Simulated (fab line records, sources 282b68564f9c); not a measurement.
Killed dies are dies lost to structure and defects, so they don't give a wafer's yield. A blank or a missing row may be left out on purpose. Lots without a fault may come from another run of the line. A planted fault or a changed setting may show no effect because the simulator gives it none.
Which tool did it? | flow rit_cmos | 16 lots, 48 wafers sampled, at 2 steps of a route of 202

WHAT THE GAUGES READ, wafer by wafer
RIT_NWELL_OVL_MEAS_06.
lot  | measured    | on         | NWELL_OVL (nm)
L170 | day 2 09:56 | overlay-01 | -0.5 0.7 0.7
L171 | day 2 18:16 | overlay-02 | 2.2 3.0 2.3
L172 | day 3 00:01 | overlay-02 | -1.4 1.1 0.6
L173 | day 3 05:01 | overlay-02 | 1.8 1.5 0.4
L174 | day 3 08:35 | overlay-02 | 1.6 1.3 1.3
L175 | day 3 14:08 | overlay-01 | -1.3 0.6 -0.2
L177 | day 3 19:43 | overlay-02 | 1.0 0.6 0.5
L178 | day 4 07:44 | overlay-01 | 0.1 -0.5 1.1
L179 | day 4 10:25 | overlay-01 | -149.6 -149.4 -148.3
L181 | day 4 19:35 | overlay-01 | -150.6 -150.6 -150.1
L182 | day 4 21:52 | overlay-02 | 2.9 1.8 0.1
L184 | day 5 07:04 | overlay-02 | -149.6 -151.8 -150.3
L186 | day 5 16:27 | overlay-02 | -151.5 -149.9 -150.0
L188 | day 6 01:21 | overlay-02 | -0.8 2.2 1.1
L190 | day 6 12:20 | overlay-02 | 1.1 -2.2 -0.3
L191 | day 6 19:02 | overlay-01 | 2.3 1.0 0.7

WHICH TOOL RAN EACH LOT (tool, then ch and the chambers of the sampled wafers, then the start)
lot  | RIT_NWELL_EXPOSE_03
L170 | iline_stepper-01 ch 0, day 2 09:31
L171 | iline_stepper-02 ch 0, day 2 17:53
L172 | iline_stepper-01 ch 0, day 2 23:35
L173 | iline_stepper-02 ch 0, day 3 04:37
L174 | iline_stepper-01 ch 0, day 3 08:10
L175 | iline_stepper-01 ch 0, day 3 13:40
L177 | iline_stepper-01 ch 0, day 3 19:19
L178 | iline_stepper-02 ch 0, day 4 07:20
L179 | iline_stepper-02 ch 0, day 4 09:59
L181 | iline_stepper-02 ch 0, day 4 19:10
L182 | iline_stepper-01 ch 0, day 4 21:26
L184 | iline_stepper-02 ch 0, day 5 06:41
L186 | iline_stepper-02 ch 0, day 5 15:59
L188 | iline_stepper-01 ch 0, day 6 00:58
L190 | iline_stepper-01 ch 0, day 6 11:54
L191 | iline_stepper-01 ch 0, day 6 18:37
- RIT_NWELL_EXPOSE_03: exposes mask M2, target cd 43900 nm.

WHAT THE TOOLS THEMSELVES READ (means of the sampled wafers that have a number; where no wafer has one, the mark that the record gives instead)
RIT_NWELL_EXPOSE_03.
lot  | tool             | stage_vel_mm_s (mm/s)
L170 | iline_stepper-01 | 500.11
L171 | iline_stepper-02 | 500.17
L172 | iline_stepper-01 | 500.03
L173 | iline_stepper-02 | 499.92
L174 | iline_stepper-01 | 499.73
L175 | iline_stepper-01 | 499.98
L177 | iline_stepper-01 | 500.22
L178 | iline_stepper-02 | 499.99
L179 | iline_stepper-02 | 500.07
L181 | iline_stepper-02 | 500.03
L182 | iline_stepper-01 | 500.19
L184 | iline_stepper-02 | 499.88
L186 | iline_stepper-02 | 499.89
L188 | iline_stepper-01 | 500.02
L190 | iline_stepper-01 | 499.88
L191 | iline_stepper-01 | 500.17

THE ANSWER, worked out from the rows above alone
Rule: what is usual is taken from the lots themselves. Put in order of their means at a reading, lots are off if they are a third of the lots or fewer, leave a main group of 4 or more, and stand apart from it by a gap of 3 or more times the standard deviation of the main group's means; of several such gaps the widest counts. A main group whose means are all the same, to the digits that the tables above print for the reading, isn't used. A lot without any number at a reading at which 4 lots or more have one is off too. The other lots that the step has rows for count as sound. The gauges are gone through in route order, then the tools' own readings, and for those a lot's mean is taken as printed above. The first step at which some lot is off is used, and at that step the reading that is off furthest; a lot without a number counts as furthest.
Off: L179, L181, L184, L186, at RIT_NWELL_OVL_MEAS_06 (NWELL_OVL). The main group: mean 0.8 nm, standard deviation 0.83.
A tool fits if, at a process step before that reading, it ran every lot that is off, and no sound lot after the first of them. The gauges at RIT_NWELL_OVL_MEAS_06 are tried like those tools. One fits: iline_stepper-02 at RIT_NWELL_EXPOSE_03. Its last sound lot is L178 (day 4 07:20), its first lot that is off L179 (day 4 09:59): a fault that began between those two fits.

WHAT THE SIMULATOR HAD PUT IN
Scanner matching overlay: iline_stepper-02, from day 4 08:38 on, at RIT_NWELL_EXPOSE_03. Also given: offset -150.
Lots struck among those shown: L179, L181, L184, L186. The rule above found the same.
